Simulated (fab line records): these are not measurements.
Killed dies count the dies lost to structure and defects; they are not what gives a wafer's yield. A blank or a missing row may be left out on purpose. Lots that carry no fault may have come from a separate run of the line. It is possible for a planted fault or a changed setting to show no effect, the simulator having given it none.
Shared-tool check ; flow berkeley cmos170 ; Sampled: 15 lots, 45 wafers

REASON IT WAS OPENED
Of 15 lots, 3 have the reading V2_POLISHED_THK flagged at UCB170_V2_THK_MEAS_04. Wafers without a fault read 1000.2 nm, standard deviation 1.1.
Rule: a lot is flagged when every wafer of it that has a number lies more than 4 standard deviations from that mean, or none has a number. As for the other lots, they are considered sound.

lot;measured;on;V2_POLISHED_THK (nm), wafer by wafer;flag
L195;day 8 18:32;film metro-01;998.5 1000.7 999.2;
L194;day 8 18:46;film metro-04;1000.5 999.4 998.2;
L196;day 9 07:09;film metro-01;999.7 1000.4 1000.8;
L199;day 9 22:14;film metro-02;1000.8 998.6 999.3;
L198;day 10 02:12;film metro-04;998.5 998.7 999.9;
L202;day 10 08:28;film metro-04;1002.3 999.6 1002.0;
L201;day 10 08:46;film metro-04;999.0 1000.7 1001.3;
L204;day 10 17:44;film metro-02;1343.5 1360.4 1355.4;FLAGGED
L203;day 10 19:10;film metro-04;1364.1 1359.0 1357.3;FLAGGED
L205;day 10 19:26;film metro-02;1341.4 1347.5 1355.9;FLAGGED
L206;day 11 08:00;film metro-01;1001.2 999.9 1001.3;
L208;day 11 09:14;film metro-02;999.9 1000.0 1001.0;
L213;day 12 14:46;film metro-04;999.8 999.6 1000.4;
L215;day 13 07:04;film metro-04;1000.0 1000.5 1000.1;
L216;day 13 07:27;film metro-04;1001.4 1001.8 1001.2;
Flagged lots average 1353.8 nm: +353.6 nm relative to the usual, that is +99 or more standard deviations.

TOOL THAT RAN EACH LOT
The record keeps 1 process step preceding the reading, out of 331 steps on the route. Read each cell as the tool, then ch plus the chambers that the sampled wafers visited, then the start.
lot;flag;UCB170_V2_CMP_02
L195;;cmp-01 ch 2,3, day 8 18:09
L194;;cmp-02 ch 0,1,3, day 8 18:20
L196;;cmp-02 ch 0,1,2, day 9 06:50
L199;;cmp-01 ch 1,2, day 9 21:52
L198;;cmp-02 ch 0,2,3, day 10 01:47
L202;;cmp-01 ch 2,3, day 10 08:03
L201;;cmp-02 ch 1,2, day 10 08:20
L204;FLAGGED;cmp-02 ch 0,2,3, day 10 17:21
L203;FLAGGED;cmp-02 ch 0,1, day 10 18:43
L205;FLAGGED;cmp-02 ch 0,1,3, day 10 19:01
L206;;cmp-01 ch 0,1,2, day 11 07:39
L208;;cmp-01 ch 0,3, day 11 08:52
L213;;cmp-01 ch 0,1, day 12 14:24
L215;;cmp-01 ch 0,1,3, day 13 06:44
L216;;cmp-01 ch 0,2,3, day 13 07:10
What the steps here do:
- UCB170_V2_CMP_02: polishes SiO2.
- UCB170_V2_THK_MEAS_04

FLAGGED OVER TOTAL, TOOL BY TOOL (the gauges that took the reading come last)
step;tool;lots run;flagged;share of the flagged lots;sound lots run after its first flagged lot
UCB170_V2_CMP_02;cmp-01;8;0;none;-
UCB170_V2_CMP_02;cmp-02;7;3;all;0
UCB170_V2_THK_MEAS_04;film metro-01;3;0;none;-
UCB170_V2_THK_MEAS_04;film metro-02;4;2;some;1 (L208)
UCB170_V2_THK_MEAS_04;film metro-04;8;1;some;3 (L213,L215,L216)

WHAT THE TABLE ALLOWS
All flagged lots share 1 row of the table, namely cmp-02 at UCB170_V2_CMP_02.
- cmp-02 at UCB170_V2_CMP_02 ran 7 lots, 3 of them flagged. It ran its last sound lot, L201, at day 10 08:20 and its first flagged lot, L204, at day 10 17:21: a fault with its onset between the two fits.
One tool is left: cmp-02 at UCB170_V2_CMP_02.

WHAT THE SIMULATOR HAD INSERTED
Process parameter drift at UCB170_V2_CMP_02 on cmp-02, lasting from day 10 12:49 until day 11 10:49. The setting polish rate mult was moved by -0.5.
Struck lots among those shown: L204, L203, L205. Same finding as the rule above.
